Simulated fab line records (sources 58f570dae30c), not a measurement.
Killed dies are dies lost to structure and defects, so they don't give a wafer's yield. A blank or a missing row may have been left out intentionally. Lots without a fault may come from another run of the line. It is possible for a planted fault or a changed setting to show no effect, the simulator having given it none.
Split-lot study -- flow berkeleyCmos170 -- on a route of 331 steps: 5 lots, 27 wafers read

## THE SPLIT
At UCB170_M1_DEVELOP_08 (develop time 45 s), the setting developTimeS was moved away from the recipe's 45 s on 12 of the 27 wafers read, by -40.4% to +37.1%. All remaining wafers had this setting at the recipe value.

No step appears in the file between the split and the reading.

## THE READING
At UCB170_M1_CD_MEAS_09: cdNm in nanometres, against a target cd of 700 nm. A value of 699.6 nm with a standard deviation of 1.2 nm is what fault-free wafers of this fab line usually give.

wafer,"tool, chamber at the split","developTimeS as run, s",against the recipe,"cdNm, nm",against lot-mates on the recipe
L074.1,"lithoTrack-03, 0",61.7,+37.1%,697.7,-2.3
L074.2,"lithoTrack-03, 0",45,recipe,700.5,-
L074.3,"lithoTrack-03, 0",45,recipe,700.6,-
L074.4,"lithoTrack-03, 0",45,recipe,699.0,-
L074.5,"lithoTrack-03, 0",61.7,+37.1%,697.4,-2.6
L074.6,"lithoTrack-03, 0",61.7,+37.1%,698.1,-1.9
L080.1,"lithoTrack-03, 0",53.27,+18.4%,697.9,-1.4
L080.2,"lithoTrack-03, 0",53.27,+18.4%,698.9,-0.4
L080.3,"lithoTrack-03, 0",45,recipe,698.8,-
L080.4,"lithoTrack-03, 0",53.27,+18.4%,697.4,-1.9
L080.5,"lithoTrack-03, 0",45,recipe,699.5,-
L080.6,"lithoTrack-03, 0",45,recipe,699.5,-
L081.1,"lithoTrack-03, 0",45,recipe,700.9,-
L081.2,"lithoTrack-03, 0",33.12,-26.4%,703.1,+2.5
L081.3,"lithoTrack-03, 0",45,recipe,700.1,-
L081.4,"lithoTrack-03, 0",33.12,-26.4%,703.2,+2.6
L081.5,"lithoTrack-03, 0",33.12,-26.4%,703.3,+2.7
L081.6,"lithoTrack-03, 0",45,recipe,700.8,-
L082.1,"lithoTrack-03, 0",45,recipe,698.6,-
L082.2,"lithoTrack-03, 0",26.8,-40.4%,702.5,+4.5
L082.3,"lithoTrack-03, 0",45,recipe,698.0,-
L082.4,"lithoTrack-03, 0",26.8,-40.4%,702.2,+4.2
L082.5,"lithoTrack-03, 0",45,recipe,697.5,-
L082.6,"lithoTrack-03, 0",26.8,-40.4%,702.3,+4.3
L085.1,"lithoTrack-04, 0",45,recipe,700.3,-
L085.4,"lithoTrack-04, 0",45,recipe,699.1,-
L085.5,"lithoTrack-04, 0",45,recipe,699.3,-

THE FIT
A straight line over all 27 wafers: cdNm changes by -0.0744 nm for each +1% of developTimeS; r = -0.85; the points scatter about the line by 1 nm.
The same after taking each lot's own level away (the mean of its wafers on the recipe; 27 wafers): -0.0857 nm for each +1%; r = -0.96; scatter 0.58 nm.
The reading moves by 3.5 nm for the largest change in developTimeS, on that fit.
From 698.03 to 700.60 nm: that is the span of the lots' own levels, equal to 2.1 times the standard deviation above.
In other words, the slope is changed by the lot-to-lot level; the two fits disagree.
Check: with one of the wafers moved furthest among these (-40.4%) left out of the fit, the line predicts +3.59 nm for it against its lot-mates. It came out at +4.47 nm against them.

## THESE WAFERS: OTHER SPLITS
Note: prior to the reading, these wafers also went through further splits. Each is held against what the fit with the lots' levels taken away leaves over:
other split on the same wafers,wafers away from the commonest value,r with cdNm (lot level and that fit taken away)
UCB170_NWELL_ETCH_13 targetDepthA,6,-0.11
UCB170_ACTIVE_CVD_05 timeS,21,-0.13
UCB170_SCREENOX_OXIDATION_01 oxTimeS,21,-0.09
UCB170_SPACER_ANNEAL_02 timeS,21,+0.03
UCB170_SDANNEAL_RTA_00 timeS,12,-0.07

## THE FILE'S OWN FIT
cdNm changes by -0.0863 nm for each +1% of developTimeS, r = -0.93.
